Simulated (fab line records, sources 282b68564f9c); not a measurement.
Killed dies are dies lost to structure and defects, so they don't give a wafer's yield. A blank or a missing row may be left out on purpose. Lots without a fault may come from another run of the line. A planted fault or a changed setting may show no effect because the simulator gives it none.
Which tool did it? | flow rit_cmos | 13 lots, 39 wafers sampled, at 6 steps of a route of 202

WHAT THE GAUGES READ, wafer by wafer
RIT_GATE_CD_MEAS_90: target cd 150 nm.
lot  | measured    | on        | cd_nm (nm)
L564 | day 3 00:48 | cd_sem-02 | 149 150 149
L565 | day 3 01:23 | cd_sem-01 | 146 148 147
L567 | day 3 20:48 | cd_sem-01 | 150 150 149
L568 | day 3 22:17 | cd_sem-02 | 151 154 151
L569 | day 3 23:50 | cd_sem-01 | 153 152 149
L572 | day 4 15:26 | cd_sem-02 | 151 148 147
L575 | day 5 07:14 | cd_sem-02 | 145 145 143
L577 | day 5 12:44 | cd_sem-02 | 154 155 155
L578 | day 5 22:32 | cd_sem-01 | 148 145 143
L579 | day 6 00:44 | cd_sem-01 | 150 150 151
L584 | day 7 09:21 | cd_sem-02 | 150 149 148
L585 | day 7 16:43 | cd_sem-01 | 152 154 152
L586 | day 7 21:11 | cd_sem-02 | 141 143 143

RIT_NSD_OVL_MEAS_06.
lot  | measured    | on         | NSD_OVL (nm)
L564 | day 3 11:26 | overlay-01 | -2.0 -0.9 -2.0
L565 | day 3 11:59 | overlay-02 | -0.8 1.2 -0.5
L567 | day 4 06:48 | overlay-01 | -1.7 -2.1 -1.6
L568 | day 4 09:29 | overlay-01 | 0.6 0.0 0.0
L569 | day 4 09:43 | overlay-01 | 0.2 0.6 -1.1
L572 | day 5 03:53 | overlay-01 | 1.1 -0.7 -0.3
L575 | day 5 18:06 | overlay-01 | -1.0 -0.6 1.7
L577 | day 5 22:33 | overlay-02 | 1.2 1.9 2.9
L578 | day 6 08:53 | overlay-01 | - - -
L579 | day 6 12:36 | overlay-02 | -0.2 0.5 1.6
L584 | day 7 22:35 | overlay-01 | 0.3 -0.3 1.6
L585 | day 8 07:27 | overlay-02 | -1.9 -1.4 -0.9
L586 | day 8 08:02 | overlay-01 | -0.6 -2.4 -1.9

RIT_NSD_TW_MEAS_10.
lot  | measured    | on            | NSD_TW
L564 | day 3 12:02 | film_metro-03 | 3102 3081 3083
L565 | day 3 12:38 | film_metro-01 | 3109 3109 3102
L567 | day 4 07:19 | film_metro-03 | 3083 3099 3097
L568 | day 4 10:00 | film_metro-01 | 3106 3114 3105
L569 | day 4 10:14 | film_metro-03 | 3067 3089 3075
L572 | day 5 04:23 | film_metro-04 | 3086 3090 3096
L575 | day 5 18:37 | film_metro-03 | 3089 3102 3089
L577 | day 5 23:04 | film_metro-04 | 3100 3107 3111
L578 | day 6 09:24 | film_metro-04 | 30 30 30
L579 | day 6 13:07 | film_metro-04 | 3078 3067 3082
L584 | day 7 23:06 | film_metro-01 | 3081 3119 3124
L585 | day 8 07:58 | film_metro-01 | 3118 3109 3103
L586 | day 8 08:33 | film_metro-04 | 3099 3114 3101

RIT_PSD_TW_MEAS_10.
lot  | measured    | on            | PSD_TW
L564 | day 3 13:40 | film_metro-04 | 3372 3365 3373
L565 | day 3 14:04 | film_metro-01 | 3418 3404 3403
L567 | day 4 08:45 | film_metro-03 | 3379 3387 3399
L568 | day 4 11:43 | film_metro-01 | 3420 3418 3413
L569 | day 4 11:52 | film_metro-03 | 3373 3378 3367
L572 | day 5 06:13 | film_metro-01 | 3413 3415 3408
L575 | day 5 20:10 | film_metro-01 | 3414 3420 3426
L577 | day 6 00:37 | film_metro-01 | 3424 3421 3446
L578 | day 6 10:49 | film_metro-03 | 3582 3597 3602
L579 | day 6 14:32 | film_metro-01 | 3433 3427 3426
L584 | day 8 00:31 | film_metro-03 | 3407 3389 3411
L585 | day 8 09:30 | film_metro-01 | 3435 3433 3434
L586 | day 8 09:58 | film_metro-03 | 3384 3400 3379

WHICH TOOL RAN EACH LOT (tool, then ch and the chambers of the sampled wafers, then the start)
lot  | RIT_NSD_EXPOSE_03                  | RIT_NSD_STRIP_09
L564 | iline_stepper-01 ch 0, day 3 11:03 | plasma_asher-04 ch 0, day 3 11:51
L565 | iline_stepper-01 ch 0, day 3 11:31 | plasma_asher-01 ch 0,1, day 3 12:31
L567 | iline_stepper-01 ch 0, day 4 06:26 | plasma_asher-04 ch 0,1, day 4 07:11
L568 | iline_stepper-01 ch 0, day 4 09:07 | plasma_asher-01 ch 0,1, day 4 09:52
L569 | iline_stepper-01 ch 0, day 4 09:21 | plasma_asher-04 ch 0,1, day 4 10:07
L572 | iline_stepper-02 ch 0, day 5 03:29 | plasma_asher-01 ch 0,1, day 5 04:13
L575 | iline_stepper-01 ch 0, day 5 17:43 | plasma_asher-02 ch 1, day 5 18:26
L577 | iline_stepper-01 ch 0, day 5 22:10 | plasma_asher-01 ch 0,1, day 5 22:53
L578 | iline_stepper-01 ch 0, day 6 08:30 | plasma_asher-02 ch 0,1, day 6 09:13
L579 | iline_stepper-02 ch 0, day 6 12:12 | plasma_asher-01 ch 0,1, day 6 12:56
L584 | iline_stepper-02 ch 0, day 7 22:11 | plasma_asher-01 ch 0,1, day 7 22:55
L585 | iline_stepper-02 ch 0, day 8 07:03 | plasma_asher-01 ch 0,1, day 8 07:47
L586 | iline_stepper-01 ch 0, day 8 07:39 | plasma_asher-04 ch 0,1, day 8 08:25
- RIT_NSD_EXPOSE_03: exposes mask M9, target cd 40700 nm.
- RIT_NSD_STRIP_09: strips in O2, time 180 s.

WHAT THE TOOLS THEMSELVES READ (means of the sampled wafers that have a number; where no wafer has one, the mark that the record gives instead)
RIT_NSD_EXPOSE_03.
lot  | tool             | reticle_temp_C (C)
L564 | iline_stepper-01 | 22.96
L565 | iline_stepper-01 | 22.99
L567 | iline_stepper-01 | 22.88
L568 | iline_stepper-01 | 23.08
L569 | iline_stepper-01 | 22.93
L572 | iline_stepper-02 | 22.95
L575 | iline_stepper-01 | 23.09
L577 | iline_stepper-01 | 22.95
L578 | iline_stepper-01 | 23.00
L579 | iline_stepper-02 | 23.04
L584 | iline_stepper-02 | 22.93
L585 | iline_stepper-02 | 23.00
L586 | iline_stepper-01 | 22.98

RIT_NSD_STRIP_09.
lot  | tool            | drypump_motor_current_A (A) | rf_refl_power_W (W)
L564 | plasma_asher-04 | 5.7                         | 8.6
L565 | plasma_asher-01 | 5.6                         | 7.7
L567 | plasma_asher-04 | 5.4                         | 7.1
L568 | plasma_asher-01 | 5.7                         | 7.7
L569 | plasma_asher-04 | 5.4                         | 6.8
L572 | plasma_asher-01 | 5.7                         | 7.8
L575 | plasma_asher-02 | 6.0                         | 9.0
L577 | plasma_asher-01 | 5.6                         | 7.6
L578 | plasma_asher-02 | 6.1                         | 7.4
L579 | plasma_asher-01 | 5.7                         | 7.7
L584 | plasma_asher-01 | 5.7                         | 7.4
L585 | plasma_asher-01 | 5.7                         | 7.7
L586 | plasma_asher-04 | 5.5                         | 7.8

THE ANSWER, worked out from the rows above alone
Rule: what is usual is taken from the lots themselves. Put in order of their means at a reading, lots are off if they are a third of the lots or fewer, leave a main group of 4 or more, and stand apart from it by a gap of 3 or more times the standard deviation of the main group's means; of several such gaps the widest counts. A main group whose means are all the same, to the digits that the tables above print for the reading, isn't used. A lot without any number at a reading at which 4 lots or more have one is off too. The other lots that the step has rows for count as sound. The gauges are gone through in route order, then the tools' own readings, and for those a lot's mean is taken as printed above. The first step at which some lot is off is used, and at that step the reading that is off furthest; a lot without a number counts as furthest.
Off: L578, at RIT_NSD_OVL_MEAS_06 (NSD_OVL). Without a number there: L578. The main group: mean -0.3 nm, standard deviation 1.1.
A tool fits if, at a process step before that reading, it ran every lot that is off, and no sound lot after the first of them. The gauges at RIT_NSD_OVL_MEAS_06 aren't tried: what is off there is off at RIT_NSD_TW_MEAS_10 too, on other tools, and a gauge's error can't cause that. None of those tried fits.

WHAT THE SIMULATOR HAD PUT IN
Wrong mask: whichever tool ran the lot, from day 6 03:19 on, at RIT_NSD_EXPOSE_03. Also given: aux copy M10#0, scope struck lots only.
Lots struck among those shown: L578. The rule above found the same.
